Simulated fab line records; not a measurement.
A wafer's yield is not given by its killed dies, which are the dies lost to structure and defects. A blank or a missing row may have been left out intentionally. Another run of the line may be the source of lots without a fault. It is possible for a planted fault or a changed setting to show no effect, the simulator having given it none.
The tool behind it: which one? | flow rit cmos | Sampling: 14 lots, 42 wafers, 2 of 202 route steps

## WHAT THE GAUGES READ, wafer by wafer
RIT_M1_CD_MEAS_90: the cd target is 2600 nm.
lot  | measured    | on        | cd nm (nm)
L144 | day 3 17:41 | cd sem-01 | 2598.1 2599.4 2599.1
L145 | day 3 22:12 | cd sem-02 | 2597.8 2599.0 2597.3
L148 | day 4 14:55 | cd sem-02 | 2601.2 2598.4 2597.1
L152 | day 5 07:22 | cd sem-01 | 2577.2 2601.1 2576.2 2577.2 2601.6 2576.2
L154 | day 5 18:45 | cd sem-01 | 2584.8 2587.7 2560.9 2584.8 2587.5 2561.3
L156 | day 6 02:28 | cd sem-01 | 2596.6 2599.2 2597.0
L158 | day 6 11:11 | cd sem-02 | 2599.8 2600.8 2599.0
L159 | day 6 18:20 | cd sem-01 | 2600.0 2593.5 2598.5
L161 | day 6 21:47 | cd sem-01 | 2597.2 2595.5 2600.2
L162 | day 7 13:27 | cd sem-02 | 2599.0 2598.6 2598.6
L164 | day 8 10:11 | cd sem-01 | 2596.2 2597.5 2597.8
L166 | day 8 10:55 | cd sem-01 | 2600.0 2602.0 2600.5
L165 | day 8 11:14 | cd sem-02 | 2600.6 2602.6 2601.0
L167 | day 8 18:14 | cd sem-01 | 2601.6 2596.8 2600.0

## EACH LOT AND THE TOOL THAT RAN IT (in order: tool; ch and the chambers of the sampled wafers; start)
lot  | RIT_M1_METAL_ETCH_12
L144 | rie metal-02 ch 1, day 3 17:10
L145 | rie metal-04 ch 1, day 3 21:32
L148 | rie metal-04 ch 0,1, day 4 14:24
L152 | rie metal-01 ch 0,1, day 5 06:50
L154 | rie metal-01 ch 0,1, day 5 18:15
L156 | rie metal-02 ch 0,1, day 6 01:55
L158 | rie metal-04 ch 0,1, day 6 10:42
L159 | rie metal-02 ch 0,1, day 6 17:49
L161 | rie metal-02 ch 0,1, day 6 21:17
L162 | rie metal-04 ch 1, day 7 12:55
L164 | rie metal-02 ch 1, day 8 09:38
L166 | rie metal-01 ch 0,1, day 8 10:22
L165 | rie metal-04 ch 0, day 8 10:34
L167 | rie metal-02 ch 0,1, day 8 17:41
- RIT_M1_METAL_ETCH_12: etches Al in Cl2/BCl3, stops on SiO2, time 165 s, target depth 600 nm.

## WHAT THE TOOLS THEMSELVES READ (means of the sampled wafers that have a number; where no wafer has one, the mark that the record gives instead)
RIT_M1_METAL_ETCH_12.
lot  | tool         | drypump motor current A (A) | oes product au (a.u.) | rf fwd power W (W) | throttle valve pct (%)
L144 | rie metal-02 | 6.4                         | 0.780                 | 249.1              | 8.41
L145 | rie metal-04 | 4.9                         | 0.765                 | 248.7              | 8.24
L148 | rie metal-04 | 5.0                         | 0.771                 | 249.7              | 8.29
L152 | rie metal-01 | 5.8                         | 0.769                 | 315.5              | 8.37
L154 | rie metal-01 | 6.0                         | 0.771                 | 282.5              | 8.46
L156 | rie metal-02 | 6.0                         | 0.773                 | 249.4              | 8.49
L158 | rie metal-04 | 5.0                         | 0.771                 | 248.8              | 8.30
L159 | rie metal-02 | 6.2                         | 0.775                 | 249.0              | 8.44
L161 | rie metal-02 | 6.2                         | 0.787                 | 248.9              | 8.44
L162 | rie metal-04 | 4.9                         | 0.753                 | 248.1              | 8.24
L164 | rie metal-02 | 6.4                         | 0.794                 | 248.4              | 8.40
L166 | rie metal-01 | 6.0                         | 0.772                 | 249.3              | 8.47
L165 | rie metal-04 | 5.2                         | 0.791                 | 249.4              | 8.40
L167 | rie metal-02 | 6.2                         | 0.777                 | 249.0              | 8.45

## THE ANSWER, worked out from the rows above alone
Rule: the usual values come from the lots themselves. The widest of any qualifying gaps counts: lots, ordered by their means at a reading, are off when they make up no more than a third of the lots, leave a main group of 4 or more, and stand apart from it by 3 or more times the standard deviation of that group's means. Not used: any main group whose means are identical at the precision the tables above print for the reading. Also off: a lot with no number at a reading for which 4 or more lots have one. The other lots that the step has rows for count as sound. Order of review: gauges by route order, followed by the tools' own readings, for which a lot's mean as printed above is used. At the first step where some lot is off, the reading lying furthest off is the one used; lots without a number count as furthest.
Off: L152, L154, at RIT_M1_CD_MEAS_90 (cd nm). The main group: mean 2598.8 nm, standard deviation 1.3.
If a tool, at a process step before that reading, ran all the lots that are off and no sound lot after the first of them, it fits. The gauges at RIT_M1_CD_MEAS_90 aren't tried: what is off there is off at RIT_M1_METAL_ETCH_12 too, on other tools, and a gauge's error can't cause that. None of those tried fits.

## WHAT HAD BEEN PUT IN BY THE SIMULATOR
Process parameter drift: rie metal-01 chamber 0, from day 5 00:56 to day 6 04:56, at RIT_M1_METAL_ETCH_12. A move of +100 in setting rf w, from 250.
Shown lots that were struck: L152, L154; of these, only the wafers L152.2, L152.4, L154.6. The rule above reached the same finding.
